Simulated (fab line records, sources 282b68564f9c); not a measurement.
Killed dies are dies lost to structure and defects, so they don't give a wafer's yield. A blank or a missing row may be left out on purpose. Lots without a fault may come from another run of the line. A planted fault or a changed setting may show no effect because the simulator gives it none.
A struck lot beside a sound one | flow rit_cmos | 15 steps out of a route of 202
Sound: wafers L567.1, L567.5, L567.6. Struck: wafer L578.4. (L578.1, L578.3 of the same lot were not struck and are left out.) The cause comes at the end.
At each step with rows: each side's tool, then ch and its chambers, then its first start. Under that, the readings that differ: sound wafers | struck wafers | difference of the means | sigmas: that difference in standard deviations of wafers without a fault.
alike: readings whose means differ by less than 2 such deviations, and words and numbers that are the same on both sides. not compared: withheld readings, readings that some wafer has no value for, bounds like >300 that may hide the same value, and numbers for which the record gives no deviation and whose values overlap.
The two part at a step that has a row with sigmas, a row that says differs or no value, or rows on one side only. Numbers that don't overlap but have no deviation are shown without sigmas and don't part them. A reading that every wafer of one side lacks parts them only if that side has two wafers or more.

RIT_ACTIVE_THK_MEAS_02:
  sound on film_metro-02, day 2 02:50; struck on film_metro-02, day 4 07:20
  alike: ACTIVE_OXIDE_THK
then, 1 step without rows for these wafers: RIT_ACTIVE_CVD_03 (deposits Si3N4 from SiH2Cl2/NH3, target thk 150 nm, time 1500 s).
RIT_ACTIVE_THK_MEAS_04:
  sound on film_metro-04, day 2 05:01; struck on film_metro-03, day 4 08:48
  alike: ACTIVE_NITRIDE_THK
then, 6 steps without rows for these wafers: RIT_ACTIVE_HMDS_05 (prime time 60 s); RIT_ACTIVE_COAT_06 (resist thk 1000 nm); RIT_ACTIVE_SOFTBAKE_07 (time 60 s); RIT_ACTIVE_EXPOSE_08 (exposes mask M1, target cd 1400 nm); RIT_ACTIVE_PEB_09; RIT_ACTIVE_DEVELOP_10 (develop time 50 s).
RIT_ACTIVE_CD_MEAS_11: target cd 1400 nm.
  sound on cd_sem-01, day 2 05:55; struck on cd_sem-01, day 4 09:50
  alike: cd_nm
then, 1 step without rows for these wafers: RIT_ACTIVE_HARDBAKE_12 (time 60 s).
RIT_ACTIVE_ETCH_13: etches Si3N4 in SF6, stops on SiO2, time 210 s, target depth 210 nm.
  sound on rie_diel-04 ch 2,3, day 2 06:11; struck on rie_diel-03 ch 0, day 4 10:07
  alike: SF6_flow_sccm, drypump_motor_current_A, oes_product_au, throttle_valve_pct
  not compared: rf_hours_counter_h
RIT_ACTIVE_STRIP_14: strips in O2, time 180 s.
  sound on plasma_asher-02 ch 0,1, day 2 06:20; struck on plasma_asher-02 ch 0, day 4 10:14
  reading                        | sound          | struck | difference | sigmas
  chamber_pressure_mTorr (mTorr) | 4000 3995 4001 | 5998   | +1999      | +99 or more
  alike: drypump_motor_current_A
  not compared: rf_hours_counter_h
RIT_ACTIVE_CD_MEAS_90: target cd 1400 nm.
  sound on cd_sem-01, day 2 06:30; struck on cd_sem-02, day 4 10:25
  alike: cd_nm
RIT_M1_PROBE_99:
  sound on prober-01, day 4 17:42; struck on prober-02, day 6 08:32
  alike: killed_at_contacts, killed_at_front_end, killed_dies, killed_open, killed_short

WHERE THEY PART
Only at RIT_ACTIVE_STRIP_14, within this record. Later steps at which nothing parts them and some readings are alike: RIT_ACTIVE_CD_MEAS_90, RIT_M1_PROBE_99.

WHY: what the simulator had put in
Process parameter drift: plasma_asher-02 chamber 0, from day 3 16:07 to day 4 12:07, at RIT_ACTIVE_STRIP_14. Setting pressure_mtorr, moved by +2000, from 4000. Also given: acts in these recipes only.
